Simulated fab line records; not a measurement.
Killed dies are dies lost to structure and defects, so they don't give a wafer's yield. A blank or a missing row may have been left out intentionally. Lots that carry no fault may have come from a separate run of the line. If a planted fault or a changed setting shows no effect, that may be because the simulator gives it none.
Which of the tools did it? ; flow berkeleyCmos170 ; 14 lots, 42 wafers sampled, at 3 steps of a route of 331

== WHAT THE GAUGES READ, wafer by wafer ==
UCB170_PWELL_THK_MEAS_06. Usual: PWELL_NITRIDE_THK gives 219.6 nm (standard deviation 2.3).
lot;measured;on;PWELL_NITRIDE_THK (nm);flag
L123;day 3 04:00;filmMetro-01;216.2 218.0 217.7;
L125;day 3 21:43;filmMetro-02;219.7 219.8 219.5;
L126;day 3 21:44;filmMetro-04;217.5 219.0 217.7;
L127;day 4 05:30;filmMetro-02;217.5 217.3 217.7;
L128;day 4 09:58;filmMetro-01;224.3 225.4 224.7;
L129;day 4 09:58;filmMetro-04;219.7 219.3 221.1;
L130;day 5 00:52;filmMetro-01;223.7 222.7 223.4;
L131;day 5 00:55;filmMetro-04;218.4 218.9 218.9;
L134;day 5 10:17;filmMetro-01;218.5 218.2 218.0;
L135;day 5 17:55;filmMetro-04;216.0 215.8 216.7;
L137;day 6 04:18;filmMetro-04;220.0 220.0 221.4;
L139;day 6 17:37;filmMetro-01;217.5 218.4 217.3;
L145;day 7 21:26;filmMetro-04;218.9 222.2 219.8;
L146;day 8 07:54;filmMetro-01;221.6 221.3 223.8;

UCB170_PVT_TW_MEAS_09. Usual: PVT_TW gives 506 (standard deviation 6).
lot;measured;on;PVT_TW;flag
L123;day 6 12:39;filmMetro-04;495 498 498;
L125;day 6 23:45;filmMetro-01;505 509 508;
L126;day 6 23:13;filmMetro-01;504 505 504;
L127;day 7 14:58;filmMetro-01;502 506 504;
L128;day 7 15:48;filmMetro-01;505 507 505;
L129;day 7 14:52;filmMetro-04;499 496 501;
L130;day 8 12:06;filmMetro-02;511 514 514;
L131;day 8 12:16;filmMetro-01;511 510 510;
L134;day 8 17:53;filmMetro-04;500 503 502;
L135;day 9 00:21;filmMetro-02;511 510 509;
L137;day 9 13:41;filmMetro-04;501 500 500;
L139;day 10 05:13;filmMetro-04;500 498 497;
L145;day 11 08:06;filmMetro-04;500 498 496;
L146;day 11 15:40;filmMetro-02;513 511 512;

== WHICH TOOL RAN EACH LOT (tool, then ch and the chambers of the sampled wafers, then the start) ==
lot;UCB170_ZERO_ETCH_06
L123;rieDiel-01 ch 0,3, day 1 18:26
L125;rieDiel-01 ch 1,2, day 2 08:25
L126;rieDiel-03 ch 1,2,3, day 2 11:25
L127;rieDiel-04 ch 0,1, day 2 18:28
L128;rieDiel-03 ch 0,1,3, day 3 00:21
L129;rieDiel-03 ch 1,3, day 3 04:14
L130;rieDiel-03 ch 0,1,3, day 3 11:22
L131;rieDiel-03 ch 0,2,3, day 3 17:06
L134;rieDiel-01 ch 0,1,2, day 4 03:45
L135;rieDiel-01 ch 0,1,2, day 4 06:37
L137;rieDiel-01 ch 0,1, day 4 20:37
L139;rieDiel-01 ch 1,2,3, day 5 08:17
L145;rieDiel-04 ch 0,1,2, day 6 09:49
L146;rieDiel-04 ch 0,1,2, day 6 19:33
- UCB170_ZERO_ETCH_06: etches SiO2 in CHF3/CF4/Ar, time 12 s.

== AS READ BY THE TOOLS THEMSELVES (means over the sampled wafers that have a number; for cases with no such wafer, the mark the record gives instead) ==
UCB170_ZERO_ETCH_06. Usual: cf4FlowSccm 9.991 sccm, standard deviation 0.029; drypumpMotorCurrentA 5.9 A, standard deviation 0.42; oesProductAu 0.619 a.u., standard deviation 0.0091; throttleValvePct 9.24 %, standard deviation 0.11.
lot;tool;cf4FlowSccm (sccm);drypumpMotorCurrentA (A);oesProductAu (a.u.);throttleValvePct (%);flag
L123;rieDiel-01;10.015;6.3;0.619;9.21;
L125;rieDiel-01;9.973;5.9;0.617;9.25;
L126;rieDiel-03;9.971;5.6;0.619;9.29;
L127;rieDiel-04;9.991;5.9;0.614;9.19;
L128;rieDiel-03;9.955;5.6;0.622;9.23;
L129;rieDiel-03;10.026;5.5;0.623;9.23;
L130;rieDiel-03;9.987;5.6;0.625;9.25;
L131;rieDiel-03;9.991;5.6;0.606;9.24;
L134;rieDiel-01;9.999;6.3;0.615;9.22;
L135;rieDiel-01;9.994;6.2;0.613;9.21;
L137;rieDiel-01;10.004;6.5;0.564;9.16;OFF
L139;rieDiel-01;9.960;5.8;0.565;9.20;OFF
L145;rieDiel-04;9.978;6.0;0.617;9.19;
L146;rieDiel-04;10.001;6.0;0.623;9.21;

== THE ANSWER, worked out from the rows above alone ==
Rule: a lot counts as off when the mean over its wafers that have a number is more than 3 standard deviations away from the usual mean. A lot without any number at a reading at which 4 lots or more have one is off too. Any other lot the step has rows for is counted as sound. After the gauges, taken in route order, come the tools' own readings; for these a lot's mean is taken, as printed above. The first step at which some lot is off is used, and at that step the reading that is off furthest; a lot without a number counts as furthest.
Off: L137, L139 (UCB170_ZERO_ETCH_06, oesProductAu).
If a tool, at that step or one of the process steps before it, ran each lot that is off and ran no sound lot following the first of them, it fits. One fits: UCB170_ZERO_ETCH_06 on rieDiel-01. A fault onset in the window from L135 (day 4 06:37, its last sound lot) to L137 (day 4 20:37, its first lot off) fits.
The tool's own readings at UCB170_ZERO_ETCH_06 bear it out: on the lots that are off they differ by more than 5 times the standard deviation of the sound lots' means. oesProductAu reads 0.565 a.u. there against 0.618 a.u. on the sound lots.

== WHAT THE SIMULATOR PUT IN ==
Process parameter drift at UCB170_ZERO_ETCH_06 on rieDiel-01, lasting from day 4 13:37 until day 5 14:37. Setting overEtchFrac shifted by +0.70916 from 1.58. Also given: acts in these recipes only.
Struck lots among those shown: L137, L139. This agrees with what the rule above found.
